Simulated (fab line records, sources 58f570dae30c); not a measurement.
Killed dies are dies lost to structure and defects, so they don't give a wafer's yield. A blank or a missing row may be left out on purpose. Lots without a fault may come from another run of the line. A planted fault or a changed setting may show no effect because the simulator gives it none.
One fault seen from 2 desks | flow berkeley_cmos170 | each desk has only its own numbers; what lay behind them comes last

THE METROLOGY DESK
What the gauges read, lot by lot, whatever tool the lot ran on: means of the sampled wafers that have a number. A lot is out of limits, marked OUT, if its mean lies more than 4 standard deviations from the usual mean; the brackets give that distance.
Columns: A = V1_OVL at UCB170_V1_OVL_MEAS_13, usual 1 nm; B = M2_AL_THK at UCB170_M2_THK_MEAS_03, usual 894 nm
lot  | first seen here | A  | B
L483 | day 8 20:40     | 6  | 906
L486 | day 9 05:14     | 5  | 883
L484 | day 9 08:39     | -2 | 891
L485 | day 9 08:49     | 2  | 906
L489 | day 9 22:17     | -2 | 889
L488 | day 10 00:22    | -1 | 893
L491 | day 10 07:25    | -1 | 886
L492 | day 10 23:11    | 3  | 898
L496 | day 11 10:22    | -0 | 902
L497 | day 12 01:05    | 5  | 911
L500 | day 12 11:52    | 4  | 902
L501 | day 12 16:16    | -3 | 894
L502 | day 13 05:24    | 8  | 891
L505 | day 13 22:16    | -3 | 897
This desk's finding: nothing out of limits on any of the 14 lots.

THE TOOL OWNER'S DESK: plasma_asher-01
The tool's own readings at UCB170_GATE_STRIP_16 (strips in O2): means of the sampled wafers that have a number, for each lot that ran on this tool. A lot is out of limits, marked OUT, if its mean lies more than 4 standard deviations from the usual mean; the brackets give that distance.
Columns: A = drypump_motor_current_A at UCB170_GATE_STRIP_16, usual 5.5 A; B = oes_product_au at UCB170_GATE_STRIP_16, usual 0.724 a.u.
lot  | first seen here | A   | B
L484 | day 8 02:21     | 5.5 | 0.723
L489 | day 8 17:12     | 5.3 | 0.720
L491 | day 9 01:04     | 5.5 | 0.725
L492 | day 9 18:21     | 5.6 | 0.725
This desk's finding: nothing out of limits on any of the 4 lots.

PUT TOGETHER
The metrology desk saw nothing out of limits.
The tool owner's desk saw nothing out of limits.

WHAT THE SIMULATOR HAD PUT IN
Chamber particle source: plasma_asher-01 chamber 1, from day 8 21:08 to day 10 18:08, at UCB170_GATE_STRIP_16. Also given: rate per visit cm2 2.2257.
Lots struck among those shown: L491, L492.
